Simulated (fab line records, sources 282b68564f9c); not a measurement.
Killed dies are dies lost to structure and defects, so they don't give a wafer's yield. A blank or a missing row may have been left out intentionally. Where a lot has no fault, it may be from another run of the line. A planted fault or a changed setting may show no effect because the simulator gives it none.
What tool caused it?	flow rit_cmos	Sampling: 14 lots, 42 wafers, 2 of 202 route steps

## WHAT THE GAUGES READ, wafer by wafer
RIT_CONTACT_THK_MEAS_01.
lot	measured	on	CONTACT_TEOS_THK (nm)
L558	day 3 09:08	film_metro-04	386 392 391
L559	day 3 15:44	film_metro-02	391 396 398
L560	day 3 19:16	film_metro-03	391 384 396
L561	day 4 01:54	film_metro-03	386 392 392
L562	day 4 07:59	film_metro-04	391 391 395
L563	day 4 09:16	film_metro-03	392 399 392
L570	day 5 16:46	film_metro-02	450 446 455 450 447 456
L573	day 6 15:38	film_metro-02	456 467 459 456 467 459
L574	day 6 18:11	film_metro-04	381 391 399
L575	day 6 21:21	film_metro-02	389 404 401
L577	day 7 20:50	film_metro-02	384 391 393
L578	day 8 02:44	film_metro-03	394 392 401
L580	day 8 04:37	film_metro-03	388 395 403
L581	day 8 13:06	film_metro-03	395 400 398

## WHAT TOOL EACH LOT RAN ON (gives the tool, then ch and the chambers of the sampled wafers, and finally the start)
lot	RIT_CONTACT_CVD_00
L558	pecvd-03 ch 0, day 3 09:04
L559	pecvd-01 ch 0,1,2, day 3 15:40
L560	pecvd-04 ch 0,1,2, day 3 19:11
L561	pecvd-03 ch 0,1, day 4 01:50
L562	pecvd-01 ch 0,1, day 4 07:54
L563	pecvd-04 ch 0,1,2, day 4 09:13
L570	pecvd-03 ch 1,2, day 5 16:43
L573	pecvd-03 ch 0,2, day 6 15:34
L574	pecvd-01 ch 0,2, day 6 18:08
L575	pecvd-04 ch 1,2, day 6 21:17
L577	pecvd-01 ch 0,1, day 7 20:47
L578	pecvd-04 ch 1,2, day 8 02:41
L580	pecvd-01 ch 0,2, day 8 04:34
L581	pecvd-04 ch 1,2, day 8 13:03
- RIT_CONTACT_CVD_00: deposits SiO2 from TEOS, target thk 400 nm, time 61 s.

## WHAT THE TOOLS THEMSELVES READ (means of the sampled wafers that have a number; where no wafer has one, the mark that the record gives instead)
RIT_CONTACT_CVD_00.
lot	tool	heater_power_w (W)
L558	pecvd-03	322
L559	pecvd-01	335
L560	pecvd-04	312
L561	pecvd-03	305
L562	pecvd-01	331
L563	pecvd-04	268
L570	pecvd-03	294
L573	pecvd-03	287
L574	pecvd-01	401
L575	pecvd-04	351
L577	pecvd-01	354
L578	pecvd-04	332
L580	pecvd-01	368
L581	pecvd-04	280

## THE ANSWER, worked out from the rows above alone
Rule: usual is defined by the lots themselves. Put in order of their means at a reading, lots are off if they are a third of the lots or fewer, leave a main group of 4 or more, and stand apart from it by a gap of 3 or more times the standard deviation of the main group's means; of several such gaps the widest counts. Not used: any main group whose means are identical at the precision the tables above print for the reading. A lot without any number at a reading at which 4 lots or more have one is off too. Where the step has rows for the other lots, those lots are counted as sound. After the gauges, taken in route order, come the tools' own readings; for these a lot's mean is taken, as printed above. At the first step where some lot is off, the reading lying furthest off is the one used; lots without a number count as furthest.
Off: L570, L573, seen at RIT_CONTACT_THK_MEAS_01 (CONTACT_TEOS_THK). Main group: mean 393 nm, sd 3.1.
If a tool, at a process step before that reading, ran all the lots that are off and no sound lot after the first of them, it fits. The gauges at RIT_CONTACT_THK_MEAS_01 are tried like those tools. One candidate fits, namely pecvd-03 at RIT_CONTACT_CVD_00. Its last sound lot is L561 (day 4 01:50), its first lot that is off L570 (day 5 16:43): a fault that began between those two fits.

## WHAT THE SIMULATOR PUT IN
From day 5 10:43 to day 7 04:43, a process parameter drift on pecvd-03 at RIT_CONTACT_CVD_00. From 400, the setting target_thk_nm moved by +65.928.
Shown lots that were struck: L570, L573. This agrees with what the rule above found.
